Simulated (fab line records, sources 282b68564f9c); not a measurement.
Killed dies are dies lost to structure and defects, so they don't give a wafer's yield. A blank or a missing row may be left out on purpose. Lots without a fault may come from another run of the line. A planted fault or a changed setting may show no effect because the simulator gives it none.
Which tool did it? | flow rit_cmos | 14 lots, 42 wafers sampled, at 2 steps of a route of 202

WHAT THE GAUGES READ, wafer by wafer
The record holds no reading of a measuring or inspecting step that can be judged against a usual standard deviation.

WHICH TOOL RAN EACH LOT (tool, then ch and the chambers of the sampled wafers, then the start)
lot  | RIT_PSD_DEVELOP_05               | RIT_M1_PROBE_99
L527 | litho_track-02 ch 0, day 3 02:00 | -
L528 | litho_track-04 ch 0, day 3 07:00 | -
L529 | litho_track-01 ch 0, day 3 20:00 | -
L530 | litho_track-02 ch 0, day 3 20:00 | -
L532 | litho_track-02 ch 0, day 4 07:00 | -
L533 | litho_track-01 ch 0, day 4 14:00 | -
L535 | litho_track-02 ch 0, day 4 18:00 | -
L539 | litho_track-02 ch 0, day 5 18:00 | -
L540 | litho_track-04 ch 0, day 6 00:00 | -
L541 | litho_track-01 ch 0, day 6 03:00 | -
L546 | litho_track-02 ch 0, day 7 05:00 | prober-02, day 7 13:59
L547 | litho_track-04 ch 0, day 7 07:00 | -
L549 | litho_track-02 ch 0, day 7 19:00 | -
L550 | litho_track-01 ch 0, day 8 02:00 | -
- RIT_PSD_DEVELOP_05: develop time 50 s.
- RIT_M1_PROBE_99

WHAT THE TOOLS THEMSELVES READ (means of the sampled wafers that have a number; where no wafer has one, the mark that the record gives instead)
RIT_PSD_DEVELOP_05.
lot  | tool           | developer_temp_C (C)
L527 | litho_track-02 | 23.01
L528 | litho_track-04 | 22.96
L529 | litho_track-01 | 22.93
L530 | litho_track-02 | 23.20
L532 | litho_track-02 | 22.97
L533 | litho_track-01 | 23.15
L535 | litho_track-02 | 23.07
L539 | litho_track-02 | 23.00
L540 | litho_track-04 | 22.98
L541 | litho_track-01 | 22.93
L546 | litho_track-02 | 22.10
L547 | litho_track-04 | 22.81
L549 | litho_track-02 | 22.13
L550 | litho_track-01 | 23.09

RIT_M1_PROBE_99.
lot  | tool      | killed_at_contacts | killed_at_front_end | killed_dies | killed_open | killed_short
L546 | prober-02 | 0.0                | 8                   | 8           | 2.7         | 5.7

THE ANSWER, worked out from the rows above alone
Rule: what is usual is taken from the lots themselves. Put in order of their means at a reading, lots are off if they are a third of the lots or fewer, leave a main group of 4 or more, and stand apart from it by a gap of 3 or more times the standard deviation of the main group's means; of several such gaps the widest counts. A main group whose means are all the same, to the digits that the tables above print for the reading, isn't used. A lot without any number at a reading at which 4 lots or more have one is off too. The other lots that the step has rows for count as sound. The gauges are gone through in route order, then the tools' own readings, and for those a lot's mean is taken as printed above. The first step at which some lot is off is used, and at that step the reading that is off furthest; a lot without a number counts as furthest.
Off: L546, L549, at RIT_PSD_DEVELOP_05 (developer_temp_C). The main group: mean 23.01 C, standard deviation 0.1.
A tool fits if, at that step or a process step before it, it ran every lot that is off, and no sound lot after the first of them. One fits: litho_track-02 at RIT_PSD_DEVELOP_05. Its last sound lot is L539 (day 5 18:00), its first lot that is off L546 (day 7 05:00): a fault that began between those two fits.
The tool's own readings at RIT_PSD_DEVELOP_05 bear it out: on the lots that are off they differ by more than 5 times the standard deviation of the sound lots' means. developer_temp_C reads 22.12 C there against 23.01 C on the sound lots.

WHAT THE SIMULATOR HAD PUT IN
Process parameter drift: litho_track-02, from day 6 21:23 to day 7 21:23, at RIT_PSD_DEVELOP_05. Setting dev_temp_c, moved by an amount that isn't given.
Lots struck among those shown: L546, L549. The rule above found the same.
